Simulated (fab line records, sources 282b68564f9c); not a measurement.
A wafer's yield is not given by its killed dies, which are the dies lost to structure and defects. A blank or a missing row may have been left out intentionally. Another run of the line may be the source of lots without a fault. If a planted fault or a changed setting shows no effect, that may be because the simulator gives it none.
fab line records | flow rit_cmos
record: lots: 6 | wafers: 18 | last_day: 7
route steps=202 shown PSD@144 SDANNEAL@153 NSD@158 PLDD@159 NLDD@160
lots untouched by any fault: they come from a run of this same line in which no faults occurred
start_h: start of the lot's first displayed wafer, in hours after the record's first day | wait_h: time in hours since the lot's previous step | " repeats the value in the row above | L1.1+2: several wafers, shown together as one row | - either no value or no given start | * or withheld: withheld | < > ~ a bound
route shown NAME@n: NAME is a module with steps in the file, n the number in the route of the first one | usual: average and standard deviation across the fault-free wafers | same: alike in all rows | chamber/n: place in a boat | sites: per-site readings | _std_site: standard deviation across them | _edge_site: the outer-site mean with the inner-site mean subtracted | radius_mm: for every site, how far away it sits from the centre of the wafer | mask NAME#n: copy n | behind: tool/chamber where the wafer was last shaped | hold: reason for holding the lot/hours on hold/outcome of the hold | device: whichever transistor did not switch (one of n, p or np) | end of line: at the end of the route, the tests of the same wafers | for a step that has no rows: nothing shown but its recipe | killed: the dies lost at the first sort to structure and to defects; this is not the yield of the wafer | map: dies across one wafer; x = killed, . = not, _ = none there
set.NAME: the setting as run; set.NAME@STEP: as run at that earlier step | model.NAME: the simulator's own value behind a step, which no gauge read
lots at some steps of the route; a table a step, a row a wafer
services: from which hour (start_h, from the record's first day; less than 0 if before it) a tool's chamber was out of use, for how many hours, and why
== steps ==
step: RIT_PSD_SOFTBAKE_02
recipe: resist: NOVOLAK | temp_c: 90 | time_s: 60
step: RIT_PSD_EXPOSE_03
recipe: mask_id: M10 | na: 0.57 | target_cd_nm: 40900 | dose_mj: 250
step: RIT_PSD_PEB_04
recipe: resist: NOVOLAK | temp_c: withheld | time_s: withheld
step: RIT_PSD_DEVELOP_05
recipe: resist: NOVOLAK | develop_time_s: 50 | dev_temp_c: 23
step: RIT_PSD_OVL_MEAS_06
usual: PSD_OVL: -0.2/1.4
lot.wafer | tool       | chamber | start_h | wait_h | PSD_OVL[nm]
L234.2    | overlay-01 | -       | 64.79   | -      | 2.5
L234.5    | "          | -       | "       | "      | 0.3
L234.6    | "          | -       | "       | "      | 0.3
L238.2    | overlay-02 | -       | 85.17   | -      | -1.3
L238.4    | "          | -       | "       | "      | -0.5
L238.6    | "          | -       | "       | "      | -1.6
L246.1    | overlay-01 | -       | 129.42  | -      | -1.3
L246.4    | "          | -       | "       | "      | -0.4
L246.6    | "          | -       | "       | "      | 0.6
L248.1    | overlay-01 | -       | 141.91  | -      | -0.6
L248.4    | "          | -       | "       | "      | -2.0
L248.5    | "          | -       | "       | "      | 0.9
L251.1    | overlay-02 | -       | 155.16  | -      | -1.8
L251.3    | "          | -       | "       | "      | -1.2
L251.4    | "          | -       | "       | "      | -2.8
L253.3    | overlay-02 | -       | 161.75  | -      | -1.9
L253.4    | "          | -       | "       | "      | -1.8
L253.5    | "          | -       | "       | "      | -0.4
step: RIT_PSD_HARDBAKE_07
recipe: resist: NOVOLAK | temp_c: 140 | time_s: 60
step: RIT_PSD_IMPLANT_08
recipe: species: BF2 | energy_kev: 27 | dose_cm2: 5e+15 | tilt_deg: 7
step: RIT_PSD_STRIP_09
recipe: chemistry: O2 | time_s: 180 | resist: NOVOLAK | platen_temp_c: withheld | power_w: 500 | pressure_mtorr: 4000 | o2_flow_sccm: 4000
usual: drypump_motor_current_A: 5.8/0.42
lot.wafer | tool            | chamber | start_h | wait_h | drypump_motor_current_A | rf_hours_counter_h
L234.2    | plasma_asher-03 | 0       | 65.12   | 0.1    | 6.1                     | 27
L234.5    | "               | 0       | "       | "      | 6.1                     | -
L234.6    | "               | 1       | "       | "      | 5.4                     | -
L238.2    | plasma_asher-02 | 1       | 85.50   | 0.1    | 6.1                     | 42
L238.4    | "               | 1       | "       | "      | 6.2                     | -
L238.6    | "               | 0       | "       | "      | 6.1                     | -
L246.1    | plasma_asher-03 | 0       | 129.76  | 0.1    | 6.2                     | 34
L246.4    | "               | 0       | "       | "      | 6.2                     | -
L246.6    | "               | 0       | "       | "      | 6.2                     | -
L248.1    | plasma_asher-04 | 1       | 142.25  | 0.1    | 6.1                     | 53
L248.4    | "               | 0       | "       | "      | 5.1                     | -
L248.5    | "               | 1       | "       | "      | 6.1                     | -
L251.1    | plasma_asher-02 | 0       | 155.50  | 0.1    | 6.1                     | 3
L251.3    | "               | 0       | "       | "      | 6.1                     | -
L251.4    | "               | 1       | "       | "      | 6.1                     | -
L253.3    | plasma_asher-04 | 1       | 162.13  | 0.1    | 6.2                     | -
L253.4    | "               | 0       | "       | "      | 5.1                     | -
L253.5    | "               | 1       | "       | "      | 6.1                     | -
step: RIT_PSD_TW_MEAS_10
usual: PSD_TW: 3441/24
lot.wafer | tool          | chamber | start_h | wait_h | PSD_TW
L234.2    | film_metro-01 | -       | 65.31   | 0.1    | 3414
L234.5    | "             | -       | "       | "      | 3419
L234.6    | "             | -       | "       | "      | 3401
L238.2    | film_metro-01 | -       | 85.69   | 0.1    | 3411
L238.4    | "             | -       | "       | "      | 3425
L238.6    | "             | -       | "       | "      | 3398
L246.1    | film_metro-02 | -       | 129.94  | 0.1    | 3454
L246.4    | "             | -       | "       | "      | 3445
L246.6    | "             | -       | "       | "      | 3460
L248.1    | film_metro-03 | -       | 142.42  | 0.1    | 3465
L248.4    | "             | -       | "       | "      | 3443
L248.5    | "             | -       | "       | "      | 3439
L251.1    | film_metro-02 | -       | 155.67  | 0.1    | 3441
L251.3    | "             | -       | "       | "      | 3436
L251.4    | "             | -       | "       | "      | 3444
L253.3    | film_metro-02 | -       | 162.27  | 0.1    | 3449
L253.4    | "             | -       | "       | "      | 3437
L253.5    | "             | -       | "       | "      | 3448
step: RIT_SDANNEAL_CLEAN_00
recipe: chemistry: SC1 | mix: 3:3:50 | time_s: 600 | temp_c: 74.13
step: RIT_SDANNEAL_CLEAN_01
recipe: chemistry: dHF | dilution: 50:1 | time_s: 30
step: RIT_SDANNEAL_CLEAN_02
recipe: chemistry: SC2 | mix: 3:3:50 | time_s: 600 | temp_c: 75 | dry: n2_spin
step: RIT_SDANNEAL_RTA_03
recipe: temp_c: 1050 | time_s: 5 | idle_temp_c: 600 | ramp_up_c_per_s: 342 | ramp_down_c_per_s: 171 | cool_to_c: 600 | ambient: N2
usual: wafer_temp_C_max: 1053.4/1.3
lot.wafer | tool          | chamber | start_h | wait_h | wafer_temp_C_max
L234.2    | rtp_anneal-02 | 0       | 65.75   | 0.0    | 1054.0
L234.5    | "             | 0       | "       | "      | 1051.2
L234.6    | "             | 0       | "       | "      | 1052.4
L238.2    | rtp_anneal-01 | 0       | 86.12   | 0.0    | 1053.7
L238.4    | "             | 0       | "       | "      | 1053.5
L238.6    | "             | 0       | "       | "      | 1054.3
L246.1    | rtp_anneal-01 | 0       | 130.36  | 0.0    | 1031.5
L246.4    | "             | 0       | "       | "      | 1032.1
L246.6    | "             | 0       | "       | "      | 1035.0
L248.1    | rtp_anneal-01 | 0       | 142.87  | 0.0    | 1033.3
L248.4    | "             | 0       | "       | "      | 1033.8
L248.5    | "             | 0       | "       | "      | 1031.6
L251.1    | rtp_anneal-02 | 0       | 156.10  | 0.0    | 1052.9
L251.3    | "             | 0       | "       | "      | 1053.5
L251.4    | "             | 0       | "       | "      | 1052.4
L253.3    | rtp_anneal-02 | 0       | 162.70  | 0.0    | 1051.6
L253.4    | "             | 0       | "       | "      | 1053.1
L253.5    | "             | 0       | "       | "      | 1054.0
step: RIT_SDANNEAL_RS_MEAS_04
recipe: thk_meas_gauge: four-point-probe
usual: PSD_RS: 115.9/0.31
lot.wafer | tool          | chamber | start_h | wait_h | PSD_RS[ohm/sq]
L234.2    | film_metro-01 | -       | 65.82   | 0.1    | 116.6
L234.5    | "             | -       | "       | "      | 116.4
L234.6    | "             | -       | "       | "      | 116.1
L238.2    | film_metro-03 | -       | 86.24   | 0.1    | 115.6
L238.4    | "             | -       | "       | "      | 116.1
L238.6    | "             | -       | "       | "      | 115.2
L246.1    | film_metro-01 | -       | 130.42  | 0.0    | 130.1
L246.4    | "             | -       | "       | "      | 130.3
L246.6    | "             | -       | "       | "      | 130.3
L248.1    | film_metro-03 | -       | 142.93  | 0.0    | 129.9
L248.4    | "             | -       | "       | "      | 130.2
L248.5    | "             | -       | "       | "      | 130.4
L251.1    | film_metro-03 | -       | 156.16  | 0.0    | 115.6
L251.3    | "             | -       | "       | "      | 115.7
L251.4    | "             | -       | "       | "      | 115.9
L253.3    | film_metro-01 | -       | 162.77  | 0.1    | 116.4
L253.4    | "             | -       | "       | "      | 116.2
L253.5    | "             | -       | "       | "      | 116.3
step: RIT_SDANNEAL_RS_MEAS_05
recipe: thk_meas_gauge: four-point-probe
usual: NSD_RS: 84.61/0.26
lot.wafer | tool          | chamber | start_h | wait_h | NSD_RS[ohm/sq]
L234.2    | film_metro-01 | -       | 65.94   | 0.1    | 84.73
L234.5    | "             | -       | "       | "      | 84.65
L234.6    | "             | -       | "       | "      | 84.71
L238.2    | film_metro-03 | -       | 86.36   | 0.1    | 84.26
L238.4    | "             | -       | "       | "      | 84.27
L238.6    | "             | -       | "       | "      | 84.27
L246.1    | film_metro-01 | -       | 130.54  | 0.1    | 85.11
L246.4    | "             | -       | "       | "      | 85.51
L246.6    | "             | -       | "       | "      | 85.33
L248.1    | film_metro-03 | -       | 143.05  | 0.1    | 85.13
L248.4    | "             | -       | "       | "      | 85.49
L248.5    | "             | -       | "       | "      | 85.36
L251.1    | film_metro-03 | -       | 156.28  | 0.1    | 84.56
L251.3    | "             | -       | "       | "      | 84.06
L251.4    | "             | -       | "       | "      | 84.16
L253.3    | film_metro-01 | -       | 162.89  | 0.1    | 84.81
L253.4    | "             | -       | "       | "      | 84.75
L253.5    | "             | -       | "       | "      | 84.94
step: RIT_SDANNEAL_RS_MEAS_06
recipe: thk_meas_gauge: four-point-probe
usual: PLDD_RS: 178.7/0.52
lot.wafer | tool          | chamber | start_h | wait_h | PLDD_RS[ohm/sq]
L234.2    | film_metro-01 | -       | 66.06   | 0.1    | 179.0
L234.5    | "             | -       | "       | "      | 178.8
L234.6    | "             | -       | "       | "      | 179.3
L238.2    | film_metro-03 | -       | 86.48   | 0.1    | 178.4
L238.4    | "             | -       | "       | "      | 178.8
L238.6    | "             | -       | "       | "      | 177.9
L246.1    | film_metro-01 | -       | 130.66  | 0.1    | 194.4
L246.4    | "             | -       | "       | "      | 194.7
L246.6    | "             | -       | "       | "      | 195.3
L248.1    | film_metro-03 | -       | 143.17  | 0.1    | 193.6
L248.4    | "             | -       | "       | "      | 193.7
L248.5    | "             | -       | "       | "      | 194.6
L251.1    | film_metro-03 | -       | 156.40  | 0.1    | 178.2
L251.3    | "             | -       | "       | "      | 178.0
L251.4    | "             | -       | "       | "      | 178.2
L253.3    | film_metro-01 | -       | 163.01  | 0.1    | 179.2
L253.4    | "             | -       | "       | "      | 179.3
L253.5    | "             | -       | "       | "      | 179.2
step: RIT_SDANNEAL_RS_MEAS_07
recipe: thk_meas_gauge: four-point-probe
usual: NLDD_RS: 151.8/0.59
lot.wafer | tool          | chamber | start_h | wait_h | NLDD_RS[ohm/sq]
L234.2    | film_metro-01 | -       | 66.18   | 0.1    | 152.0
L234.5    | "             | -       | "       | "      | 152.5
L234.6    | "             | -       | "       | "      | 152.8
L238.2    | film_metro-03 | -       | 86.60   | 0.1    | 151.8
L238.4    | "             | -       | "       | "      | 152.0
L238.6    | "             | -       | "       | "      | 151.6
L246.1    | film_metro-01 | -       | 130.78  | 0.1    | 152.5
L246.4    | "             | -       | "       | "      | 152.8
L246.6    | "             | -       | "       | "      | 152.7
L248.1    | film_metro-03 | -       | 143.29  | 0.1    | 152.3
L248.4    | "             | -       | "       | "      | 152.5
L248.5    | "             | -       | "       | "      | 152.6
L251.1    | film_metro-03 | -       | 156.52  | 0.1    | 151.4
L251.3    | "             | -       | "       | "      | 151.6
L251.4    | "             | -       | "       | "      | 151.6
L253.3    | film_metro-01 | -       | 163.13  | 0.1    | 151.7
L253.4    | "             | -       | "       | "      | 152.4
L253.5    | "             | -       | "       | "      | 152.9
== services ==
tool            | chamber | start_h | hours | kind
plasma_asher-02 | -       | 68.80   | 1.6   | repair
plasma_asher-03 | -       | 103.58  | 2.8   | pm
plasma_asher-02 | -       | 108.75  | 9.0   | pm
plasma_asher-02 | 0       | 108.75  | 9.0   | vent_cycle
plasma_asher-02 | 1       | 108.75  | 9.0   | vent_cycle
plasma_asher-02 | 0       | 117.75  | -     | clean
plasma_asher-02 | 1       | 117.75  | -     | clean
== key ==
first_sign: step: RIT_SDANNEAL_RTA_03 | reading: wafer_temp_C_max | direction: down | sigmas: 16 | usual: * | struck: *
effect: step: RIT_SDANNEAL_RS_MEAS_04 | reading: PSD_RS | direction: up | sigmas: 46 | usual: 115.9 | struck: 130.2
effect: step: RIT_SDANNEAL_RS_MEAS_05 | reading: NSD_RS | direction: up | sigmas: 2.8 | usual: 84.61 | struck: 85.32
effect: step: RIT_SDANNEAL_RS_MEAS_06 | reading: PLDD_RS | direction: up | sigmas: 30 | usual: 178.7 | struck: 194.4
met_at RIT_SDANNEAL_RTA_03
struck_wafers L246.1,L246.4,L246.6,L248.1,L248.4,L248.5
tester_left_out L246,L248
onset_between 86.12 130.36
fault: kind: process_parameter_drift | tool: rtp_anneal-01 | chamber: - | onset_h: 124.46 | steps: RIT_SDANNEAL_RTA_03 | channel: temp_c | offset: * | shape: step | end_h: 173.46 | acts_in: * | stated: *
tester_left_out: of these lots the tester's yield and bins aren't shown, on N5 and GAA mostly nor the transistor test; their killed dies are dies lost to structure and defects alone, not to doping, threshold or leakage, so they don't give the yield
